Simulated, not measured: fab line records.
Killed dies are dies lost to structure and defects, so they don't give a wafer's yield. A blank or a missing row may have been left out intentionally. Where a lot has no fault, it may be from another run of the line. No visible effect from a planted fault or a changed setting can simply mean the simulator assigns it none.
2 desks looking at one fault || flow rit_cmos || numbers are kept per desk, each desk with only its own; the story behind them comes last

FROM THE METROLOGY DESK
What the gauges read, lot by lot, whatever tool the lot ran on: means of the sampled wafers that have a number. Marked OUT: a lot whose mean sits more than 4 standard deviations from the usual mean, which makes it out of limits; the brackets give that distance.
Columns: A = SPACER_NITRIDE_THK at RIT_SPACER_THK_MEAS_04, usual 249.5 nm
{"lot": "L116", "first seen here": "day 3 03:26", "A": 250.3}
{"lot": "L117", "first seen here": "day 3 08:24", "A": 248.2}
{"lot": "L118", "first seen here": "day 3 11:42", "A": 251.6}
{"lot": "L119", "first seen here": "day 3 17:58", "A": 251.5}
{"lot": "L120", "first seen here": "day 3 23:08", "A": 248.1}
{"lot": "L122", "first seen here": "day 4 08:15", "A": 249.0}
{"lot": "L123", "first seen here": "day 4 14:19", "A": 254.5}
{"lot": "L124", "first seen here": "day 4 18:18", "A": 249.4}
{"lot": "L129", "first seen here": "day 5 20:15", "A": 249.8}
{"lot": "L128", "first seen here": "day 5 21:17", "A": "129.8 (-50) OUT"}
{"lot": "L130", "first seen here": "day 5 23:52", "A": "130.9 (-49) OUT"}
{"lot": "L131", "first seen here": "day 6 05:22", "A": 250.2}
{"lot": "L137", "first seen here": "day 7 12:04", "A": 251.0}
{"lot": "L138", "first seen here": "day 7 18:15", "A": 250.4}
This desk reports L128, L130 out of limits; the earliest was L128 at day 5 21:17 (SPACER_NITRIDE_THK at RIT_SPACER_THK_MEAS_04). L116, L117, L118, L119, L120, L122, L123, L124, L129, L131, L137, L138: within limits.

THE TOOL OWNER'S DESK: lpcvd-02
The tool's own readings at RIT_SPACER_CVD_03 (deposits Si3N4 from SiH2Cl2/NH3, target thk 250 nm, time 3300 s): means of the sampled wafers that have a number, for each lot that ran on this tool. Marked OUT: a lot whose mean sits more than 4 standard deviations from the usual mean, which makes it out of limits; the brackets give that distance.
Columns: A = spike_tc_source_C at RIT_SPACER_CVD_03, usual 832.8 C; B = zone_power_centre_pct at RIT_SPACER_CVD_03, usual 35.5 %; C = zone_power_source_pct at RIT_SPACER_CVD_03, usual 23 %
{"lot": "L117", "first seen here": "day 3 06:28", "A": 832.1, "B": 35.0, "C": 22}
{"lot": "L118", "first seen here": "day 3 09:47", "A": 831.9, "B": 35.1, "C": 22}
{"lot": "L119", "first seen here": "day 3 16:02", "A": 833.4, "B": 35.6, "C": 23}
{"lot": "L122", "first seen here": "day 4 06:19", "A": 835.6, "B": 33.0, "C": 20}
{"lot": "L128", "first seen here": "day 5 19:22", "A": 836.0, "B": 33.0, "C": 20}
{"lot": "L130", "first seen here": "day 5 21:57", "A": 835.8, "B": 33.0, "C": 20}
This desk's finding: nothing out of limits on any of the 6 lots.

PUT TOGETHER
At day 5 21:17 the metrology desk could have sounded an alarm, on L128, L130.
Nothing out of limits was seen by the tool owner's desk.
Tool owner's desk: L128, L130 on record, inside its limits.
All the named lots went through RIT_SPACER_CVD_03 on lpcvd-02.

WHAT THE SIMULATOR PUT IN
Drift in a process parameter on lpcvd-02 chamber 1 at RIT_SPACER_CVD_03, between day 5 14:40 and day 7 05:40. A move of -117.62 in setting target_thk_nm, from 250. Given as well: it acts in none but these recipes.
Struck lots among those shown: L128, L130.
Hours from the fault's start to each desk's first reading out of limits: the metrology desk, 7.
